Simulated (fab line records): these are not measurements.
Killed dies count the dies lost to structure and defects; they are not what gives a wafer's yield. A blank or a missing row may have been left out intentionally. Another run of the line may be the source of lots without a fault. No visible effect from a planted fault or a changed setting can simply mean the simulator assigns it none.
fab line records	flow berkeleyCmos170	part 2 of 2: steps 24 to 32 of 32
record: lots: 5	wafers: 15	lastDay: 13
route steps=331 shown CONTACT@219 M1@238
lots with no fault: from the same line, run without faults
startH: start of the lot's first displayed wafer, in hours after the record's first day	waitH: hours elapsed since this lot's preceding step	" the same as in the row above	L1.1+2: one row covering several wafers at once	- no value present, or no start provided	* or withheld: withheld	< > ~ a bound
route shown NAME@n: names a module that has steps shown in the file, with the first one's number in the route	usual: mean/standard deviation of fault-free wafers	same: alike in all rows	chamber/n: place in a boat	sites: the reading at each site	_std_site: standard deviation of those values	_edge_site: inner sites' mean taken away from outer sites' mean	radiusMm: how far each site lies from the wafer's centre	mask NAME#n: copy n	behind: the tool/chamber that last shaped the wafer	hold: why the lot was held/for how many hours/how that ended	device: transistor that didn't switch, given as n, p or np	end of line: tests run on the same wafers once the route is complete	a step without rows: its recipe alone	killed: not the wafer's yield, but the dies lost to structure and defects at the first sort	map: dies across one wafer; x = killed, . = not, _ = none there
set.NAME: the setting the step ran with; set.NAME@STEP: the setting that earlier step ran with	model.NAME: the simulator's own value behind a step, which no gauge read
lots at selected steps of the route; one table per step, one row per wafer
services: when a tool's chamber went out of use (startH, in hours from the record's first day, below 0 if earlier), for how many hours, and the reason
== steps ==
step: UCB170_M1_COAT_04
recipe: resist: KrF	spinRpm: 1500	resistThkNm: 900
usual: dispensePressureKPa: 50.9/0.36	exhaustPa: 44.9/0.74
lot.wafer	tool	chamber	startH	waitH	dispensePressureKPa	exhaustPa
L076.1	lithoTrack-01	0	-	-	51.4	45.0
L076.2	"	0	"	"	51.4	44.2
L076.5	"	0	"	"	51.4	43.1
L078.1	lithoTrack-03	0	-	-	50.6	45.3
L078.3	"	0	"	"	50.6	44.0
L078.4	"	0	"	"	50.6	45.3
L083.1	lithoTrack-01	0	-	-	51.3	46.2
L083.2	"	0	"	"	51.4	45.3
L083.4	"	0	"	"	51.4	45.4
L093.4	lithoTrack-01	0	-	-	51.4	46.0
L093.5	"	0	"	"	51.3	45.4
L093.6	"	0	"	"	51.4	44.7
L094.2	lithoTrack-01	0	-	-	51.4	43.9
L094.3	"	0	"	"	51.4	44.8
L094.6	"	0	"	"	51.3	43.4
step: UCB170_M1_SOFTBAKE_05
recipe: resist: KrF	tempC: 130	timeS: 60
usual: exhaustPa: 45.0/0.96
same: timeS: 60
lot.wafer	tool	chamber	startH	waitH	exhaustPa
L076.1	lithoTrack-01	0	-	-	46.2
L076.2	"	0	"	"	44.3
L076.5	"	0	"	"	43.9
L078.1	lithoTrack-03	0	-	-	44.6
L078.3	"	0	"	"	44.2
L078.4	"	0	"	"	44.6
L083.1	lithoTrack-01	0	-	-	43.1
L083.2	"	0	"	"	43.4
L083.4	"	0	"	"	44.0
L093.4	lithoTrack-01	0	-	-	44.4
L093.5	"	0	"	"	44.2
L093.6	"	0	"	"	44.2
L094.2	lithoTrack-01	0	-	-	46.4
L094.3	"	0	"	"	46.3
L094.6	"	0	"	"	45.8
step: UCB170_M1_EXPOSE_06
recipe: maskId: METAL1	targetCdNm: 700	na: 0.5	sigmaOuter: 0.6	sourceShape: conventional	doseMj: 21.24
usual: focusOffsetNm: 0.0/0.51	reticleTempC: 23.01/0.11
lot.wafer	tool	chamber	startH	waitH	mask	focusOffsetNm	reticleTempC
L076.1	krfScanner-02	0	185.53	-	METAL1#0	-0.9	22.88
L076.2	"	0	"	"	METAL1#0	1.0	22.84
L076.5	"	0	"	"	METAL1#0	0.1	23.02
L078.1	krfScanner-01	0	209.19	-	METAL1#0	0.7	22.90
L078.3	"	0	"	"	METAL1#0	0.3	22.98
L078.4	"	0	"	"	METAL1#0	0.3	22.87
L083.1	krfScanner-01	0	227.75	-	METAL1#0	-0.3	22.87
L083.2	"	0	"	"	METAL1#0	0.2	22.93
L083.4	"	0	"	"	METAL1#0	0.1	22.90
L093.4	krfScanner-02	0	280.89	-	METAL1#0	0.6	22.94
L093.5	"	0	"	"	METAL1#0	0.2	23.03
L093.6	"	0	"	"	METAL1#0	0.4	23.00
L094.2	krfScanner-02	0	284.32	-	METAL1#0	-0.5	22.94
L094.3	"	0	"	"	METAL1#0	1.0	23.00
L094.6	"	0	"	"	METAL1#0	0.4	23.05
step: UCB170_M1_PEB_07
recipe: pebTempC: 130	pebTimeS: withheld	resist: KrF
usual: exhaustPa: 44.9/0.89
lot.wafer	tool	chamber	startH	waitH	exhaustPa
L076.1	lithoTrack-01	0	185.72	0.2	45.6
L076.2	"	0	"	"	45.4
L076.5	"	0	"	"	45.0
L078.1	lithoTrack-01	0	209.31	0.1	43.0
L078.3	"	0	"	"	44.3
L078.4	"	0	"	"	46.4
L083.1	lithoTrack-02	0	227.87	0.1	45.0
L083.2	"	0	"	"	45.4
L083.4	"	0	"	"	44.4
L093.4	lithoTrack-01	0	281.36	0.4	45.8
L093.5	"	0	"	"	45.2
L093.6	"	0	"	"	43.9
L094.2	lithoTrack-02	0	284.45	0.1	46.1
L094.3	"	0	"	"	46.1
L094.6	"	0	"	"	44.3
step: UCB170_M1_DEVELOP_08
recipe: developer: TMAH	developTimeS: 45	resist: KrF	devTempC: 21
usual: exhaustPa: 44.9/1
lot.wafer	tool	chamber	startH	waitH	exhaustPa
L076.1	lithoTrack-01	0	-	-	46.9
L076.2	"	0	"	"	47.5
L076.5	"	0	"	"	47.2
L078.1	lithoTrack-01	0	-	-	45.1
L078.3	"	0	"	"	44.5
L078.4	"	0	"	"	44.1
L083.1	lithoTrack-02	0	-	-	45.8
L083.2	"	0	"	"	45.1
L083.4	"	0	"	"	46.5
L093.4	lithoTrack-01	0	-	-	44.4
L093.5	"	0	"	"	45.0
L093.6	"	0	"	"	43.0
L094.2	lithoTrack-02	0	-	-	43.9
L094.3	"	0	"	"	44.5
L094.6	"	0	"	"	44.1
step: UCB170_M1_CD_MEAS_09
recipe: targetCdNm: 700
usual: cdNm: 699.6/1.5
lot.wafer	tool	chamber	startH	waitH	cdNm
L076.1	cdSem-02	-	185.99	-	700.4
L076.2	"	-	"	"	701.2
L076.5	"	-	"	"	702.7
L078.1	cdSem-02	-	209.59	-	698.3
L078.3	"	-	"	"	697.8
L078.4	"	-	"	"	699.0
L083.1	cdSem-02	-	228.14	-	697.9
L083.2	"	-	"	"	696.5
L083.4	"	-	"	"	697.1
L093.4	cdSem-02	-	281.62	-	700.4
L093.5	"	-	"	"	699.7
L093.6	"	-	"	"	699.0
L094.2	cdSem-01	-	284.72	-	699.4
L094.3	"	-	"	"	698.6
L094.6	"	-	"	"	698.0
step: UCB170_M1_OVL_MEAS_10
usual: M1_OVL: 1/4.6
lot.wafer	tool	chamber	startH	waitH	M1_OVL[nm]
L076.1	overlay-02	-	186.11	0.1	-12
L076.2	"	-	"	"	-7
L076.5	"	-	"	"	-1
L078.1	overlay-01	-	209.71	0.1	-4
L078.3	"	-	"	"	3
L078.4	"	-	"	"	0
L083.1	overlay-01	-	228.26	0.1	5
L083.2	"	-	"	"	4
L083.4	"	-	"	"	0
L093.4	overlay-02	-	281.70	0.1	3
L093.5	"	-	"	"	7
L093.6	"	-	"	"	0
L094.2	overlay-02	-	284.82	0.1	-3
L094.3	"	-	"	"	3
L094.6	"	-	"	"	-1
step: UCB170_M1_ETCH_11
recipe: chemistry: N2/H2	targetDepthA: withheld	overetchA: withheld	target: BARC	timeS: withheld	sourceW: 500	biasW: 100	pressureMtorr: 30	n2FlowSccm: 100	h2FlowSccm: 200
usual: biasW: 99.99/0.29	drypumpMotorCurrentA: 5.8/0.52	h2FlowSccm: 200.0/0.62	oesProductAu: 0.995/0.019	throttleValvePct: 13.34/0.12
lot.wafer	tool	chamber	startH	waitH	biasW	drypumpMotorCurrentA	h2FlowSccm	oesProductAu	throttleValvePct
L076.1	rieDiel-01	1	186.15	0.0	99.82	6.3	199.1	1.026	13.51
L076.2	"	0	"	"	99.50	5.1	200.6	0.973	13.32
L076.5	"	1	"	"	100.26	6.3	199.6	1.019	13.50
L078.1	rieDiel-03	1	209.74	0.0	100.14	5.9	201.7	0.975	13.16
L078.3	"	3	"	"	100.03	5.5	200.2	1.029	13.25
L078.4	"	3	"	"	100.13	5.5	199.5	1.032	13.24
L083.1	rieDiel-04	2	228.30	0.0	100.55	6.6	200.2	0.987	13.38
L083.2	"	1	"	"	99.43	5.8	199.3	1.006	13.54
L083.4	"	3	"	"	100.15	5.6	200.4	0.997	13.55
L093.4	rieDiel-01	3	281.71	0.0	99.91	5.8	199.2	1.011	13.27
L093.5	"	1	"	"	99.71	6.3	199.9	1.015	13.49
L093.6	"	2	"	"	99.47	6.6	200.1	0.988	13.24
L094.2	rieDiel-04	2	284.85	0.0	100.06	6.6	200.5	0.975	13.39
L094.3	"	3	"	"	99.84	5.7	199.7	0.992	13.55
L094.6	"	0	"	"	100.13	5.0	200.1	0.995	13.31
step: UCB170_M1_METAL_ETCH_12
recipe: chemistry: Cl2/BCl3	target: Al	stopOn: PSG	pressureMtorr: 12	targetDepthA: 7800	overEtchFrac: 0.3	timeS: 130	icpW: 600	biasW: 120	Cl2_flow_sccm: 90	bcl3FlowSccm: 45
usual: biasW: 120.0/0.38	drypumpMotorCurrentA: 5.8/0.51	oesProductAu: 0.847/0.014	throttleValvePct: 24.43/0.11
same: timeS: 130
lot.wafer	tool	chamber	startH	waitH	biasW	drypumpMotorCurrentA	oesProductAu	rfHoursCounterH	throttleValvePct
L076.1	rieMetal-04	0	186.19	-	120.4	6.2	0.870	1	24.31
L076.2	"	1	"	"	119.2	5.1	0.839	10	24.46
L076.5	"	0	"	"	120.0	6.3	0.867	-	24.33
L078.1	rieMetal-02	0	209.78	-	119.8	6.3	0.827	4	24.60
L078.3	"	1	"	"	120.5	6.1	0.837	-	24.48
L078.4	"	0	"	"	120.3	6.4	0.833	-	24.60
L083.1	rieMetal-04	0	228.34	-	119.6	6.3	0.872	2	24.31
L083.2	"	1	"	"	120.4	5.1	0.849	11	24.44
L083.4	"	1	"	"	120.4	5.1	0.851	-	24.44
L093.4	rieMetal-03	1	281.80	-	120.1	6.0	0.852	-	24.55
L093.5	"	1	"	"	119.6	6.0	0.847	-	24.54
L093.6	"	0	"	"	119.8	5.2	0.835	-	24.32
L094.2	rieMetal-03	1	284.90	-	119.5	6.0	0.856	10	24.53
L094.3	"	0	"	"	119.8	5.2	0.840	-	24.32
L094.6	"	1	"	"	119.3	6.0	0.861	-	24.55
== services ==
tool	chamber	startH	hours	kind
rieDiel-04	1	163.48	1.7	repair
rieDiel-02	3	165.78	13.6	repair
rieDiel-03	1	169.21	18.1	repair
rieDiel-03	-	183.87	0.2	repair
rieDiel-03	3	193.82	6.9	repair
rieMetal-02	-	197.60	0.6	repair
krfScanner-02	-	198.03	1.3	pm
rieDiel-03	0	200.15	27.7	repair
plasmaAsher-03	-	202.20	9.1	repair
krfScanner-01	-	213.39	1.3	pm
rieMetal-03	-	219.36	0.9	repair
rieDiel-01	3	220.94	4.2	repair
pvdSputter-03	-	221.47	2.7	repair
rtpAnneal-01	-	233.20	11.0	pm
rieDiel-04	-	235.16	2.8	pm
krfScanner-01	-	240.60	1.0	pm
plasmaAsher-04	-	245.85	2.8	pm
krfScanner-01	-	248.92	4.0	pm
rieDiel-02	2	254.73	3.5	repair
rieDiel-01	3	257.93	2.4	repair
krfScanner-01	-	264.58	3.6	pm
krfScanner-01	-	268.14	0.8	pm
plasmaAsher-04	-	271.70	0.5	repair
krfScanner-02	-	282.25	1.0	pm
